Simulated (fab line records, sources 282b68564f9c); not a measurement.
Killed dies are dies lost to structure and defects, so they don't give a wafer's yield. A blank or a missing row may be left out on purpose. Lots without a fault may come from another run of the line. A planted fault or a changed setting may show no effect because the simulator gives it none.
fab line records | flow rit_cmos
record lots=6 wafers=18 last_day=7
route steps=202 shown NRETRO@55 PRETRO@64 M1@202
lots that met no fault: from a run of the same line without faults
start_h: hours from the record's first day to the start of the lot's first wafer shown | wait_h: hours since the lot's step before | " the same as in the row above | L1.1+2: a row that stands for several wafers | - no value, or no start given | * or withheld: withheld | < > ~ a bound
route shown NAME@n: a module of which the file shows steps, and the number in the route of the first | usual: mean/standard deviation of fault-free wafers | same: alike in all rows | chamber/n: place in a boat | sites: the reading at each site | _std_site: their standard deviation | _edge_site: outer sites' mean less inner sites' | radius_mm: how far each site lies from the wafer's centre | mask NAME#n: copy n | behind: the tool/chamber that last shaped the wafer | hold: why the lot was held/for how many hours/how that ended | device: the transistor (n, p or np) that didn't switch | end of line: the same wafers' tests at the end of the route | a step without rows: its recipe alone | killed: dies lost to structure and defects at the first sort, not the wafer's yield | map: a wafer's dies, x killed, . not, _ none there
set.NAME: the setting as run; set.NAME@STEP: as run at that earlier step | model.NAME: the simulator's own value behind a step, which no gauge read
lots at some steps of the route; a table a step, a row a wafer
services: from which hour (start_h, from the record's first day; less than 0 if before it) a tool's chamber was out of use, for how many hours, and why
## steps
# step RIT_NRETRO_SOFTBAKE_02
# recipe resist=NOVOLAK temp_c=89.6 time_s=60
# step RIT_NRETRO_EXPOSE_03
# recipe mask_id=M4 na=0.57 target_cd_nm=43900 dose_mj=250
# step RIT_NRETRO_PEB_04
# recipe resist=NOVOLAK temp_c=withheld time_s=withheld
# step RIT_NRETRO_DEVELOP_05
# recipe resist=NOVOLAK develop_time_s=68 dev_temp_c=23
# step RIT_NRETRO_OVL_MEAS_06
# usual NRETRO_OVL=-0.6/1.2
# columns lot.wafer tool chamber start_h wait_h NRETRO_OVL[nm]
L222.2 overlay-02 - 31.12 - -2.2
L222.3 " - " " -1.4
L222.6 " - " " 1.0
L235.1 overlay-01 - 96.36 - 0.9
L235.3 " - " " -1.7
L235.6 " - " " 0.0
L240.1 overlay-01 - 123.39 - -0.8
L240.4 " - " " 0.4
L240.6 " - " " -0.1
L241.1 overlay-02 - 125.69 - -0.6
L241.2 " - " " -0.1
L241.5 " - " " -0.5
L242.2 overlay-02 - 130.52 - -2.5
L242.3 " - " " 0.7
L242.5 " - " " -3.8
L244.2 overlay-01 - 141.40 - -1.4
L244.5 " - " " 0.0
L244.6 " - " " -0.4
# step RIT_NRETRO_HARDBAKE_07
# recipe resist=NOVOLAK temp_c=140 time_s=120
# step RIT_NRETRO_IMPLANT_08
# recipe species=P energy_kev=70 dose_cm2=1e+13 tilt_deg=7
# step RIT_NRETRO_STRIP_09
# recipe chemistry=O2 time_s=180 resist=NOVOLAK platen_temp_c=withheld power_w=500 pressure_mtorr=4000 o2_flow_sccm=4000
# usual drypump_motor_current_A=5.6/0.33
# columns lot.wafer tool chamber start_h wait_h drypump_motor_current_A rf_hours_counter_h
L222.2 plasma_asher-01 1 31.55 0.1 5.5 38
L222.3 " 0 " " 5.4 -
L222.6 " 0 " " 5.4 -
L235.1 plasma_asher-03 1 96.80 0.1 5.3 46
L235.3 " 0 " " 5.5 -
L235.6 " 0 " " 5.5 -
L240.1 plasma_asher-02 0 123.83 0.1 6.4 47
L240.4 " 0 " " 6.4 -
L240.6 " 1 " " 5.5 -
L241.1 plasma_asher-01 1 126.12 0.1 5.5 1
L241.2 " 0 " " 5.4 1
L241.5 " 1 " " 5.5 -
L242.2 plasma_asher-01 1 130.95 0.1 5.4 2
L242.3 " 1 " " 5.4 -
L242.5 " 0 " " 5.4 -
L244.2 plasma_asher-01 1 141.83 0.1 5.5 3
L244.5 " 1 " " 5.4 -
L244.6 " 0 " " 5.4 -
# step RIT_NRETRO_TW_MEAS_10
# usual NRETRO_TW=1058/13
# columns lot.wafer tool chamber start_h wait_h NRETRO_TW
L222.2 film_metro-03 - 31.73 0.1 1065
L222.3 " - " " 1072
L222.6 " - " " 1065
L235.1 film_metro-01 - 96.97 0.1 1063
L235.3 " - " " 1063
L235.6 " - " " 1067
L240.1 film_metro-03 - 124.00 0.1 1066
L240.4 " - " " 1061
L240.6 " - " " 1059
L241.1 film_metro-04 - 126.30 0.1 1041
L241.2 " - " " 1038
L241.5 " - " " 1034
L242.2 film_metro-01 - 131.14 0.1 1060
L242.3 " - " " 1059
L242.5 " - " " 1063
L244.2 film_metro-01 - 142.02 0.1 1057
L244.5 " - " " 1067
L244.6 " - " " 1066
# step RIT_PRETRO_HMDS_00
# recipe prime_time_s=60 prime_temp_c=140
# step RIT_PRETRO_COAT_01
# recipe resist=NOVOLAK spin_rpm=2000 resist_thk_nm=1300
# step RIT_PRETRO_SOFTBAKE_02
# recipe resist=NOVOLAK temp_c=90 time_s=60
# step RIT_PRETRO_EXPOSE_03
# recipe mask_id=M5 na=0.57 target_cd_nm=43700 dose_mj=250
# columns lot.wafer tool chamber start_h wait_h mask
L222.2+3+6 iline_stepper-02 0 32.38 0.2 M5#0
L235.1+3+6 iline_stepper-01 0 97.48 0.1 M5#0
L240.1+4+6 iline_stepper-01 0 124.57 0.1 M5#0
L241.1+2+5 iline_stepper-02 0 126.93 0.2 M5#0
L242.2+3+5 iline_stepper-02 0 131.66 0.1 M5#0
L244.2+5+6 iline_stepper-01 0 142.66 0.2 M5#0
# step RIT_PRETRO_PEB_04
# recipe resist=NOVOLAK temp_c=withheld time_s=withheld
# step RIT_PRETRO_DEVELOP_05
# recipe resist=NOVOLAK develop_time_s=68 dev_temp_c=23
# step RIT_PRETRO_OVL_MEAS_06
# usual PRETRO_OVL=0.3/1.2
# columns lot.wafer tool chamber start_h wait_h PRETRO_OVL[nm]
L222.2 overlay-02 - 32.79 - 1.2
L222.3 " - " " 0.4
L222.6 " - " " 1.0
L235.1 overlay-02 - 98.17 - -2.8
L235.3 " - " " -0.4
L235.6 " - " " 0.2
L240.1 overlay-02 - 125.13 - 3.7
L240.4 " - " " 3.8
L240.6 " - " " 4.0
L241.1 overlay-02 - 127.36 - 0.7
L241.2 " - " " -0.5
L241.5 " - " " 0.8
L242.2 overlay-02 - 132.07 - 1.3
L242.3 " - " " 3.1
L242.5 " - " " 0.3
L244.2 overlay-01 - 143.08 - 3.8
L244.5 " - " " 3.3
L244.6 " - " " 3.7
# step RIT_PRETRO_HARDBAKE_07
# recipe resist=NOVOLAK temp_c=140 time_s=120
# step RIT_M1_PROBE_99
# usual killed_at_M0_to_M3=0.0/0.14 killed_at_contacts=0.1/0.34 killed_at_front_end=6.6/2.7 killed_dies=6.7/2.7 killed_open=3.5/1.9 killed_short=3.1/1.8
# same gross_dies=264 killed_at_M4_up=0 killed_at_back_side=0 killed_at_other=0
# columns lot.wafer tool chamber start_h wait_h killed_at_M0_to_M3 killed_at_contacts killed_at_front_end killed_dies killed_open killed_short
L222.2 prober-01 - 62.04 0.1 0 0 5 5 2 3
L222.3 prober-01 - 62.09 0.2 0 0 10 10 6 4
L222.6 prober-01 - 62.24 0.2 0 0 7 7 6 1
L235.1 prober-02 - 127.64 0.1 1 0 8 9 4 5
L235.3 prober-02 - 127.74 0.2 0 0 13 13 7 6
L235.6 prober-02 - 127.89 0.2 0 0 9 9 7 2
L240.1 prober-01 - 152.21 0.1 0 0 4 4 2 2
L240.4 prober-01 - 152.36 0.2 1 0 5 6 3 3
L240.6 prober-01 - 152.46 0.2 0 0 6 6 3 3
L241.1 prober-02 - 154.02 0.1 0 0 9 9 6 3
L241.2 prober-02 - 154.07 0.1 0 0 5 5 4 1
L241.5 prober-02 - 154.22 0.2 0 1 4 5 2 3
L242.2 prober-01 - 162.04 0.1 0 0 9 9 4 5
L242.3 prober-01 - 162.09 0.2 0 0 7 7 4 3
L242.5 prober-01 - 162.19 0.2 0 0 4 4 3 1
L244.2 prober-01 - 170.06 0.1 0 1 4 5 3 2
L244.5 prober-01 - 170.21 0.2 0 0 5 5 2 3
L244.6 prober-01 - 170.26 0.2 0 0 4 4 3 1
# killed by level:class
L222.2 GATE:geometric_particle:short=2 GATE:geometric_particle:open=1 SPACER:geometric_particle:open=1 SILICIDE:geometric_particle:short=1
L222.3 REOX:geometric_particle:open=3 GATE:geometric_particle:open=2 SILICIDE:geometric_particle:short=2 FOX1:geometric_particle:open=1 FOX1:geometric_particle:short=1 REOX:geometric_particle:short=1
L222.6 GATE:geometric_particle:open=3 GATE:geometric_particle:short=1 REOX:geometric_particle:open=1 SPACER:geometric_particle:open=1 SILICIDE:geometric_particle:open=1
L235.1 GATE:geometric_particle:open=3 GATE:geometric_particle:short=2 FOX2:geometric_particle:short=1 SPACER:geometric_particle:open=1 SILICIDE:geometric_particle:short=1 M1:geometric_particle:short=1
L235.3 GATE:geometric_particle:short=3 SILICIDE:geometric_particle:open=3 GATE:geometric_particle:open=2 REOX:geometric_particle:open=2 REOX:geometric_particle:short=1 SPACER:geometric_particle:short=1 SILICIDE:geometric_particle:short=1
L235.6 GATE:geometric_particle:open=3 SPACER:geometric_particle:open=3 REOX:geometric_particle:short=2 SILICIDE:geometric_particle:open=1
L240.1 GATE:geometric_particle:open=2 FOX2:geometric_particle:short=1 REOX:geometric_particle:short=1
L240.4 FOX2:geometric_particle:open=1 GATE:geometric_particle:short=1 GATE:geometric_particle:open=1 REOX:geometric_particle:short=1 SILICIDE:geometric_particle:open=1 M1:geometric_particle:short=1
L240.6 GATE:geometric_particle:short=2 SPACER:geometric_particle:open=2 SILICIDE:geometric_particle:short=1 SILICIDE:geometric_particle:open=1
L241.1 GATE:geometric_particle:open=3 FOX1:geometric_particle:short=1 FOX1:geometric_particle:open=1 FOX2:geometric_particle:open=1 GATE:geometric_particle:short=1 REOX:geometric_particle:open=1 SILICIDE:geometric_particle:short=1
L241.2 REOX:geometric_particle:open=2 FOX1:geometric_particle:short=1 GATE:geometric_particle:open=1 SPACER:geometric_particle:open=1
L241.5 GATE:geometric_particle:open=1 SPACER:geometric_particle:short=1 SILICIDE:geometric_particle:open=1 SILICIDE:geometric_particle:short=1 CONTACT:geometric_particle:short=1
L242.2 GATE:geometric_particle:short=2 GATE:geometric_particle:open=2 SPACER:geometric_particle:short=2 FOX1:geometric_particle:open=1 REOX:geometric_particle:open=1 SILICIDE:geometric_particle:short=1
L242.3 SILICIDE:geometric_particle:short=2 FOX1:geometric_particle:open=1 GATE:geometric_particle:open=1 GATE:geometric_particle:short=1 REOX:geometric_particle:open=1 SILICIDE:geometric_particle:open=1
L242.5 GATE:geometric_particle:open=3 REOX:geometric_particle:short=1
L244.2 FOX2:geometric_particle:open=1 GATE:geometric_particle:open=1 GATE:geometric_particle:short=1 REOX:geometric_particle:short=1 CONTACT:geometric_particle:open=1
L244.5 SPACER:geometric_particle:short=2 GATE:geometric_particle:open=1 SPACER:geometric_particle:open=1 SILICIDE:geometric_particle:short=1
L244.6 FOX1:geometric_particle:short=1 REOX:geometric_particle:open=1 SPACER:geometric_particle:open=1 SILICIDE:geometric_particle:open=1
## services
# columns tool chamber start_h hours kind
iline_stepper-01 - 8.59 2.1 pm
iline_stepper-01 - 10.67 - consumable_replace:lamp
iline_stepper-02 - 21.18 5.7 repair
iline_stepper-02 - 54.26 1.7 pm
plasma_asher-01 - 105.73 1.2 repair
plasma_asher-01 - 108.75 9.0 pm
plasma_asher-01 0 108.75 9.0 vent_cycle
plasma_asher-01 1 108.75 9.0 vent_cycle
plasma_asher-01 0 117.75 - clean
plasma_asher-01 1 117.75 - clean
iline_stepper-01 - 127.65 1.7 pm
iline_stepper-01 - 130.37 8.9 pm
## key
first_sign step=RIT_PRETRO_OVL_MEAS_06 reading=PRETRO_OVL direction=up sigmas=2.8 usual=0.3 struck=3.7
effect none on later readings
met_at RIT_PRETRO_EXPOSE_03
struck_wafers L240.1,L240.4,L240.6,L244.2,L244.5,L244.6
tester_left_out L240,L244
onset_between 97.48 124.57
fault kind=process_parameter_drift tool=iline_stepper-01 chamber=- onset_h=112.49 steps=RIT_PRETRO_EXPOSE_03 channel=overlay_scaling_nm offset=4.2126 shape=step end_h=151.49
# tester_left_out: of these lots the tester's yield and bins aren't shown, on N5 and GAA mostly nor the transistor test; their killed dies are dies lost to structure and defects alone, not to doping, threshold or leakage, so they don't give the yield
